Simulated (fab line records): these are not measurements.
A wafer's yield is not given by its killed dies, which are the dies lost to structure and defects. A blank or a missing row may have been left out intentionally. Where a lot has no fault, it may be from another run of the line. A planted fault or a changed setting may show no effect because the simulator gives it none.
Which tool was responsible? -- flow berkeleyCmos170 -- 7 lots with 21 wafers sampled at 4 steps, on a route of 331 steps

== WHAT THE GAUGES READ, wafer by wafer ==
UCB170_PSD_TW_MEAS_10.
lot,measured,on,PSD_TW
L634,day 7 01:37,filmMetro-03,2324 2330 2333
L637,day 7 21:23,filmMetro-03,2857 2854 2864 2859 2864 2838
L642,day 9 00:45,filmMetro-02,2833 2841 2843 2838 2831 2842
L646,day 9 19:04,filmMetro-03,2331 2318 2320
L648,day 10 06:38,filmMetro-03,2304 2311 2302
L652,day 10 20:59,filmMetro-02,2291 2298 2308
L654,day 11 06:52,filmMetro-02,2324 2325 2328

== TOOL THAT RAN EACH LOT (tool first, then ch and the chambers of the sampled wafers, then the start) ==
lot,UCB170_GATE_ETCH_14,UCB170_PSD_IMPLANT_08,UCB170_PSD_STRIP_09
L634,"rieDiel-04 ch 0,1,3, day 6 16:52","implanter-02 ch 0, day 7 01:22","plasmaAsher-03 ch 0, day 7 01:31"
L637,"rieDiel-01 ch 0,1, day 7 10:25","implanter-03 ch 0, day 7 20:51","plasmaAsher-04 ch 0,1, day 7 21:18"
L642,"rieDiel-04 ch 1,3, day 8 12:43","implanter-03 ch 0, day 9 00:13","plasmaAsher-01 ch 0,1, day 9 00:40"
L646,"rieDiel-04 ch 1,2,3, day 9 06:08","implanter-02 ch 0, day 9 18:49","plasmaAsher-04 ch 0,1, day 9 18:58"
L648,"rieDiel-03 ch 0,2,3, day 9 18:34","implanter-03 ch 0, day 10 06:23","plasmaAsher-01 ch 0,1, day 10 06:32"
L652,"rieDiel-01 ch 0,2,3, day 10 09:23","implanter-02 ch 0, day 10 20:44","plasmaAsher-03 ch 0,1, day 10 20:53"
L654,"rieDiel-01 ch 0,1, day 10 21:12","implanter-02 ch 0, day 11 06:37","plasmaAsher-03 ch 0,1, day 11 06:46"
- UCB170_GATE_ETCH_14: etches BARC in N2/H2.
- UCB170_PSD_IMPLANT_08
- UCB170_PSD_STRIP_09: strips in O2.

== THE ANSWER, worked out from the rows above alone ==
Rule: what is usual is taken from the lots themselves. Put in order of their means at a reading, lots are off if they are a third of the lots or fewer, leave a main group of 4 or more, and stand apart from it by a gap of 3 or more times the standard deviation of the main group's means; of several such gaps the widest counts. The tables above print the reading to a certain number of digits; a main group whose means all agree to those digits is not used. A lot without any number at a reading at which 4 lots or more have one is off too. Any other lot the step has rows for is counted as sound.
Off: L637, L642, at UCB170_PSD_TW_MEAS_10 (PSD_TW). The main group: mean 2316, standard deviation 12.
A tool fits if, at a process step before that reading, it ran every lot that is off, and no sound lot after the first of them. The gauges at UCB170_PSD_TW_MEAS_10 are tried like those tools. Of those tried, none fits.

== WHAT WAS PUT IN BY THE SIMULATOR ==
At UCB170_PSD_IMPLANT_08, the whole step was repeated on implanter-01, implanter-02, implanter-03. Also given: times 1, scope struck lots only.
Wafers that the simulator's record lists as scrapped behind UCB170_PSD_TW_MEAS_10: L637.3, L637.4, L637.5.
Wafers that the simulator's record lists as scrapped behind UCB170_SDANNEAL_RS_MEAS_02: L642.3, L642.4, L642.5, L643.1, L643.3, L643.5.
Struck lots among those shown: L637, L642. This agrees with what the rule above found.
